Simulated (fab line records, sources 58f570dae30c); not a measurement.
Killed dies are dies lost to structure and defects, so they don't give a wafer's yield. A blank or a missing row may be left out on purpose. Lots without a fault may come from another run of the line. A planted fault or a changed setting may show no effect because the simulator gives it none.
Which tool did it? | flow berkeley_cmos170 | 12 lots, 36 wafers sampled, at 3 steps of a route of 331

WHAT THE GAUGES READ, wafer by wafer
UCB170_V1_OVL_MEAS_13. Usual: V1_OVL 0 nm, standard deviation 5.
lot  | measured     | on         | V1_OVL (nm) | flag
L186 | day 7 16:30  | overlay-01 | -7 1 3      |
L190 | day 8 10:21  | overlay-02 | 1 0 -7      |
L191 | day 8 16:53  | overlay-02 | 6 0 -2      |
L197 | day 10 05:02 | overlay-02 | -3 0 4      |
L200 | day 10 11:04 | overlay-01 | 6 12 14     |
L201 | day 10 11:22 | overlay-02 | 4 7 5       |
L198 | day 10 11:38 | overlay-02 | 3 2 -2      |
L204 | day 10 18:44 | overlay-02 | -5 1 6      |
L205 | day 10 19:01 | overlay-02 | 0 -7 -9     |
L203 | day 11 02:01 | overlay-01 | -2 -3 -3    |
L207 | day 11 16:00 | overlay-02 | -3 -3 -12   |
L209 | day 12 03:24 | overlay-01 | 5 2 1       |

WHICH TOOL RAN EACH LOT (tool, then ch and the chambers of the sampled wafers, then the start)
lot  | UCB170_CONTACT_RTA_08            | UCB170_CONTACT_ETCH_17
L186 | rtp_anneal-02 ch 0, day 7 06:07  | rie_diel-03 ch 0,1,2, day 7 07:58
L190 | rtp_anneal-01 ch 0, day 7 19:58  | rie_diel-03 ch 0,1,2, day 7 21:08
L191 | rtp_anneal-01 ch 0, day 8 06:23  | rie_diel-04 ch 0,1,3, day 8 07:34
L197 | rtp_anneal-02 ch 0, day 9 15:11  | rie_diel-02 ch 0,1, day 9 16:16
L200 | rtp_anneal-01 ch 0, day 10 02:01 | rie_diel-02 ch 0,1,3, day 10 03:05
L201 | rtp_anneal-02 ch 0, day 10 02:31 | rie_diel-03 ch 1,2, day 10 03:58
L198 | rtp_anneal-01 ch 0, day 10 03:52 | rie_diel-02 ch 0,1,2, day 10 05:07
L204 | rtp_anneal-01 ch 0, day 10 05:54 | rie_diel-04 ch 0,1,3, day 10 07:22
L205 | rtp_anneal-02 ch 0, day 10 05:55 | rie_diel-02 ch 0,2,3, day 10 07:05
L203 | rtp_anneal-01 ch 0, day 10 14:13 | rie_diel-02 ch 1,3, day 10 15:25
L207 | rtp_anneal-02 ch 0, day 11 04:31 | rie_diel-02 ch 0,1, day 11 05:49
L209 | rtp_anneal-01 ch 0, day 11 18:25 | rie_diel-02 ch 0,1,3, day 11 19:37
- UCB170_CONTACT_RTA_08: time 10 s.
- UCB170_CONTACT_ETCH_17: etches BARC in N2/H2.

WHAT THE TOOLS THEMSELVES READ (means of the sampled wafers that have a number; where no wafer has one, the mark that the record gives instead)
UCB170_CONTACT_RTA_08. Usual: lamp_power_pct 24.4 %, standard deviation 0.85; wafer_temp_C_max 904.3, standard deviation 1.
lot  | tool          | lamp_power_pct (%) | wafer_temp_C_max | flag
L186 | rtp_anneal-02 | 25.4               | 904.0            |
L190 | rtp_anneal-01 | 23.7               | 903.8            |
L191 | rtp_anneal-01 | 23.7               | 904.2            |
L197 | rtp_anneal-02 | 25.4               | 905.5            |
L200 | rtp_anneal-01 | 23.7               | 903.2            |
L201 | rtp_anneal-02 | 25.4               | 905.5            |
L198 | rtp_anneal-01 | 23.7               | 903.8            |
L204 | rtp_anneal-01 | 23.7               | 904.1            |
L205 | rtp_anneal-02 | 25.4               | 904.6            |
L203 | rtp_anneal-01 | 23.7               | 903.0            |
L207 | rtp_anneal-02 | 25.4               | 905.5            |
L209 | rtp_anneal-01 | 23.7               | 904.8            |

UCB170_CONTACT_ETCH_17. Usual: bias_w 100.0 W, standard deviation 0.31; drypump_motor_current_A 6.0 A, standard deviation 0.46; oes_product_au 1.003 a.u., standard deviation 0.027; throttle_valve_pct 13.26 %, standard deviation 0.2.
lot  | tool        | bias_w (W) | drypump_motor_current_A (A) | oes_product_au (a.u.) | throttle_valve_pct (%) | flag
L186 | rie_diel-03 | 100.2      | 5.6                         | 0.976                 | 13.18                  |
L190 | rie_diel-03 | 100.2      | 5.6                         | 0.979                 | 13.18                  |
L191 | rie_diel-04 | 100.1      | 6.2                         | 1.005                 | 13.27                  |
L197 | rie_diel-02 | 100.2      | 5.8                         | 0.987                 | 13.25                  |
L200 | rie_diel-02 | 99.8       | 6.0                         | 0.994                 | 13.30                  |
L201 | rie_diel-03 | 100.3      | 5.5                         | 0.975                 | 13.23                  |
L198 | rie_diel-02 | 100.1      | 6.0                         | 1.008                 | 13.18                  |
L204 | rie_diel-04 | 100.0      | 6.2                         | 1.006                 | 13.27                  |
L205 | rie_diel-02 | 99.9       | 6.3                         | 0.990                 | 13.39                  |
L203 | rie_diel-02 | 99.9       | 6.2                         | 1.001                 | 13.37                  |
L207 | rie_diel-02 | 100.3      | 5.9                         | 1.003                 | 13.26                  |
L209 | rie_diel-02 | 100.1      | 6.0                         | 0.994                 | 13.31                  |

THE ANSWER, worked out from the rows above alone
Rule: a lot is off if the mean of its wafers that have a number lies more than 3 standard deviations from the usual mean. A lot without any number at a reading at which 4 lots or more have one is off too. The other lots that the step has rows for count as sound. The gauges are gone through in route order, then the tools' own readings, and for those a lot's mean is taken as printed above. The first step at which some lot is off is used, and at that step the reading that is off furthest; a lot without a number counts as furthest.
No lot is off at any reading shown: from this, nothing can be told.

WHAT THE SIMULATOR HAD PUT IN
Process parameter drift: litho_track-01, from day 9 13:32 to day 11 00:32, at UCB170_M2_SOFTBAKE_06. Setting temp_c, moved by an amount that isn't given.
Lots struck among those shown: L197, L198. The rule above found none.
